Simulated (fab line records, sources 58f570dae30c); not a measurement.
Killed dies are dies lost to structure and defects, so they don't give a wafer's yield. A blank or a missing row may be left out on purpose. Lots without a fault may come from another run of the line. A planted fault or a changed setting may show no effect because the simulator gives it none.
Problem report in the 8D (eight disciplines) form, filled by code | flow berkeley_cmos170 | the parts of the form that need people (team, actions taken, sign-off) are left out

1. THE PROBLEM
SCREENOX_OXIDE_THK at UCB170_SCREENOX_THK_MEAS_02 reads a mean of 10.30 nm on 6 wafers of 2 lots; wafers without a fault read 14.46 nm with a standard deviation of 0.25. That is -17 standard deviations from the usual mean.
First seen on wafer L195.1, day 8 06:08, on film_metro-01. The record holds 42 wafers of 14 lots with a number at this step. Rule for "out", or "out of limits": more than 4 standard deviations from the usual mean. The other wafers with a number count as sound.

2. WHAT IT IS AND WHAT IT IS NOT
question                    | is                           | is not
which readings at this step | SCREENOX_OXIDE_THK           | -
which lots                  | L195, L196                   | L182, L183, L184, L185, L187, L188, L190, L191, L192, L193, L198, L204
which wafers of those lots  | all that have a number       | -
read on which gauges        | film_metro-01, film_metro-04 | film_metro-03
when                        | from day 8 06:08             | up to then (30 sound wafers); but 6 sound wafers of L198, L204 came after

3. SUSPECTS, AND WHAT RULES EACH OUT
Counting: a tool at a process step up to the reading stays a suspect if it ran every lot that is out and no sound lot after the first of them.
- the gauge at UCB170_SCREENOX_THK_MEAS_02: ruled out. The wafers that are out were read on 2 gauges (film_metro-01, film_metro-04).
- furnace-04 at UCB170_SCREENOX_OXIDATION_01 (target thk 14.4 nm, ox time 2400 s): kept. It ran every lot that is out, first L195 (day 8 04:29), and no sound lot after that; its last sound lot up to then is L190 (day 7 13:48). Its own readings are out on those wafers: spike_tc_centre_C, spike_tc_load_C, spike_tc_source_C, tube_center_temp_C, tube_center_temp_C_max.
Left after counting: furnace-04 at UCB170_SCREENOX_OXIDATION_01.

4. THE CAUSE (what the simulator had put in)
Process parameter drift: furnace-04, from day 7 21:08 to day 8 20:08, at UCB170_SCREENOX_OXIDATION_01. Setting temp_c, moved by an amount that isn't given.
Counting left only this tool.

5. THE CHAIN OF EFFECTS, in route order
Each row: a reading whose mean over the struck wafers that have a number lies more than 3 standard deviations from the usual. Only readings for which the record gives a usual standard deviation are gone through. hours: the time from each lot's start at the first step in this table that gives one to its start at this step, as a median over the lots. sigmas: the change in usual standard deviations.
hours | step                         | reading                | usual    | on struck wafers | change | sigmas
0     | UCB170_SCREENOX_OXIDATION_01 | spike_tc_centre_C      | 901.4 C  | 869.9            | -31.5  | -29
0     | UCB170_SCREENOX_OXIDATION_01 | spike_tc_load_C        | 926.0 C  | 893.7            | -32.3  | -23
0     | UCB170_SCREENOX_OXIDATION_01 | spike_tc_source_C      | 924.3 C  | 891.8            | -32.5  | -25
0     | UCB170_SCREENOX_OXIDATION_01 | tube_center_temp_C     | 900.00 C | 867.99           | -32.01 | -99 or more
0     | UCB170_SCREENOX_OXIDATION_01 | tube_center_temp_C_max | 902.3    | 870.5            | -31.8  | -84
2     | UCB170_SCREENOX_THK_MEAS_02  | SCREENOX_OXIDE_THK     | 14.46 nm | 10.30            | -4.16  | -17
The process steps in it:
- UCB170_SCREENOX_OXIDATION_01: target thk 14.4 nm, ox time 2400 s.
Later measuring or inspecting steps at which every struck wafer that the step has a row for has a number for every such reading, and none has moved that far: UCB170_GATE_THK_MEAS_05.

6. WHAT WOULD HAVE CAUGHT IT SOONER
In this record the first reading out of limits at a measuring or inspecting step was taken at day 8 06:08, 9 hours after the fault began at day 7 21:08.
The tool's own readings at UCB170_SCREENOX_OXIDATION_01 were out on every struck wafer that the step has a row for (spike_tc_centre_C, spike_tc_load_C, spike_tc_source_C, tube_center_temp_C, tube_center_temp_C_max): an alarm limit on them would have fired on the first of those.
All the lots that are out (2) had begun UCB170_SCREENOX_OXIDATION_01 on furnace-04 by day 8 06:08. A hold on the tool at that time would have spared none of them.
